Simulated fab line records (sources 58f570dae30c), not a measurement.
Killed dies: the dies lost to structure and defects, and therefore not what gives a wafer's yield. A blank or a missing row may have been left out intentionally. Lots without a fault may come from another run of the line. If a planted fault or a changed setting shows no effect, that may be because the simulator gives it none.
Matching of chambers ; flow berkeley cmos170 ; UCB170_ACTIVE_ETCH_15 on rie diel-03: 4 sister chambers
The step etches Si3N4 in CH3F/Ar/O2, stops on SiO2, target depth 242 nm, time 151 s. 7 wafers are shown with their chamber, then 7 later ones without.

== WAFERS PAIRED WITH THEIR CHAMBERS ==
wafer;chamber;drypump motor current A (A);throttle valve pct (%)
L308.2;0;5.7;8.30
L308.6;3;6.5;8.12
L312.2;2;5.5;8.29
L312.3;1;5.7;8.24
L312.6;3;6.5;8.13
L314.1;1;5.8;8.25
L314.4;2;5.5;8.31

== WAFERS MISSING THEIR CHAMBER ==
wafer;drypump motor current A (A);throttle valve pct (%)
L314.6;5.8;8.27
L316.2;5.5;8.29
L316.5;5.8;8.28
L316.6;5.5;8.31
L317.1;5.7;8.30
L317.2;6.5;8.13
L317.6;6.6;8.11

== CHAMBER TAKEN BY EACH ==
wafer;from the rows above;in truth
L314.6;can't be placed: 1 or 0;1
L316.2;2;2
L316.5;can't be placed: 0 or 1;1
L316.6;2;2
L317.1;0;0
L317.2;3;3
L317.6;3;3
Placed correctly: 5 of 7. Cannot be placed on the basis of these rows: 2; the candidates contain the true chamber in 2. Number placed wrongly: 0.
How it was worked out, from the rows above alone: a wafer's distance from a chamber is the root of the sum, over the readings, of the square of ((its reading less the chamber's mean) divided by the reading's scatter). If the next closest chamber is less than 2 further off than the closest, the wafer can't be placed; otherwise it belongs to the closest. For every chamber, the mean is computed from those of its wafers that are shown. The scatter is the square root of a quotient: the sum, over the shown wafers, of each reading's squared deviation from its chamber's mean, divided by wafers minus chambers.
